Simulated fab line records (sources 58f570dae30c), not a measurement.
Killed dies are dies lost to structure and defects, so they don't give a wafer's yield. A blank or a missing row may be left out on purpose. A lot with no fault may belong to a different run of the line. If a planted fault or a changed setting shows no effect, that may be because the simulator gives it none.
Tool commonality check | flow berkeleyCmos170 | 42 wafers sampled across 14 lots

## WHY IT WAS OPENED
Of 14 lots, 2 have the reading PSD_TW flagged at UCB170_PSD_TW_MEAS_10. Fault-free wafers read 2339, with a standard deviation of 36.
Rule: flag the lot when none of its wafers has a number, or when each of its wafers that has one lies beyond 4 standard deviations from that mean. The rest of the lots are taken to be sound.

lot  | measured     | on           | PSD_TW, wafer by wafer | flag
L701 | day 7 17:59  | filmMetro-01 | 2379 2369 2387         | 
L704 | day 8 16:32  | filmMetro-01 | 2373 2362 2378         | 
L705 | day 8 16:58  | filmMetro-01 | 2372 2370 2357         | 
L708 | day 9 04:29  | filmMetro-03 | 2349 2348 2353         | 
L706 | day 9 04:42  | filmMetro-02 | 2303 2304 2291         | 
L710 | day 10 14:25 | filmMetro-02 | 2299 2308 2308         | 
L711 | day 10 14:47 | filmMetro-03 | 1785 1782 1772         | FLAGGED
L716 | day 11 18:49 | filmMetro-02 | 1714 1727 1720         | FLAGGED
L717 | day 11 19:03 | filmMetro-01 | 2381 2369 2370         | 
L718 | day 12 06:31 | filmMetro-02 | 2295 2298 2288         | 
L723 | day 13 04:11 | filmMetro-01 | 2384 2374 2365         | 
L722 | day 13 04:55 | filmMetro-02 | 2307 2300 2298         | 
L720 | day 13 14:31 | filmMetro-02 | 2304 2291 2284         | 
L719 | day 13 14:42 | filmMetro-03 | 2360 2365 2358         | 
On average the flagged lots' numbers are 1750, which is -589 against the usual, or -16 standard deviations.

## EACH LOT AND THE TOOL IT RAN ON
2 process steps preceding the reading are held in the record, out of 331 steps in the route. In each cell: the tool, then ch and the chambers that the sampled wafers went through, then the start.
lot  | flag    | UCB170_PSD_IMPLANT_08           | UCB170_PSD_STRIP_09
L701 |         | implanter-02 ch 0, day 7 17:44  | plasmaAsher-04 ch 0,1, day 7 17:53
L704 |         | implanter-01 ch 0, day 8 16:19  | plasmaAsher-04 ch 0,1, day 8 16:28
L705 |         | implanter-03 ch 0, day 8 16:43  | plasmaAsher-03 ch 0,1, day 8 16:52
L708 |         | implanter-01 ch 0, day 9 04:16  | plasmaAsher-03 ch 0,1, day 9 04:23
L706 |         | implanter-01 ch 0, day 9 04:27  | plasmaAsher-03 ch 0,1, day 9 04:36
L710 |         | implanter-03 ch 0, day 10 14:11 | plasmaAsher-03 ch 0,1, day 10 14:19
L711 | FLAGGED | implanter-03 ch 0, day 10 14:34 | plasmaAsher-04 ch 0,1, day 10 14:42
L716 | FLAGGED | implanter-03 ch 0, day 11 18:34 | plasmaAsher-03 ch 0,1, day 11 18:43
L717 |         | implanter-02 ch 0, day 11 18:48 | plasmaAsher-04 ch 0,1, day 11 18:57
L718 |         | implanter-01 ch 0, day 12 06:16 | plasmaAsher-03 ch 0,1, day 12 06:25
L723 |         | implanter-01 ch 0, day 13 03:58 | plasmaAsher-02 ch 1, day 13 04:05
L722 |         | implanter-02 ch 0, day 13 04:41 | plasmaAsher-04 ch 0,1, day 13 04:49
L720 |         | implanter-02 ch 0, day 13 14:17 | plasmaAsher-02 ch 1, day 13 14:24
L719 |         | implanter-01 ch 0, day 13 14:28 | plasmaAsher-03 ch 0,1, day 13 14:35
What the steps here do:
- UCB170_PSD_IMPLANT_08
- UCB170_PSD_STRIP_09: strips in O2.
- UCB170_PSD_TW_MEAS_10

## FLAGGED AGAINST TOTAL, ONE TOOL AT A TIME (gauges that did the reading follow at the end)
step                  | tool           | lots run | flagged | share of the flagged lots | sound lots run after its first flagged lot
UCB170_PSD_IMPLANT_08 | implanter-01   | 6        | 0       | none                      | -
UCB170_PSD_IMPLANT_08 | implanter-02   | 4        | 0       | none                      | -
UCB170_PSD_IMPLANT_08 | implanter-03   | 4        | 2       | all                       | 0
UCB170_PSD_STRIP_09   | plasmaAsher-02 | 2        | 0       | none                      | -
UCB170_PSD_STRIP_09   | plasmaAsher-03 | 7        | 1       | some                      | 2 (L718,L719)
UCB170_PSD_STRIP_09   | plasmaAsher-04 | 5        | 1       | some                      | 2 (L717,L722)
UCB170_PSD_TW_MEAS_10 | filmMetro-01   | 5        | 0       | none                      | -
UCB170_PSD_TW_MEAS_10 | filmMetro-02   | 6        | 1       | some                      | 3 (L718,L722,L720)
UCB170_PSD_TW_MEAS_10 | filmMetro-03   | 3        | 1       | some                      | 1 (L719)

## WHAT THE TABLE PERMITS
In the table, 1 row covers all flagged lots: implanter-03 at UCB170_PSD_IMPLANT_08.
- implanter-03 at UCB170_PSD_IMPLANT_08 ran 4 lots, 2 of them flagged. A fault beginning between L710 (day 10 14:11), its last sound lot, and L711 (day 10 14:34), its first flagged one, fits the data. Its own readings lie more than 4 standard deviations out on every wafer of the flagged lots: doseIonsCm2, endStationPressureTorr, faradayCurrentUA.
One tool is left: implanter-03 at UCB170_PSD_IMPLANT_08.

## WHAT HAD BEEN PUT IN BY THE SIMULATOR
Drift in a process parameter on implanter-03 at UCB170_PSD_IMPLANT_08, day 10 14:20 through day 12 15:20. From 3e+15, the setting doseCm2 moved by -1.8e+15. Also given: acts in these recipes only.
Struck lots among those shown: L711, L716. The rule above reached the same finding.
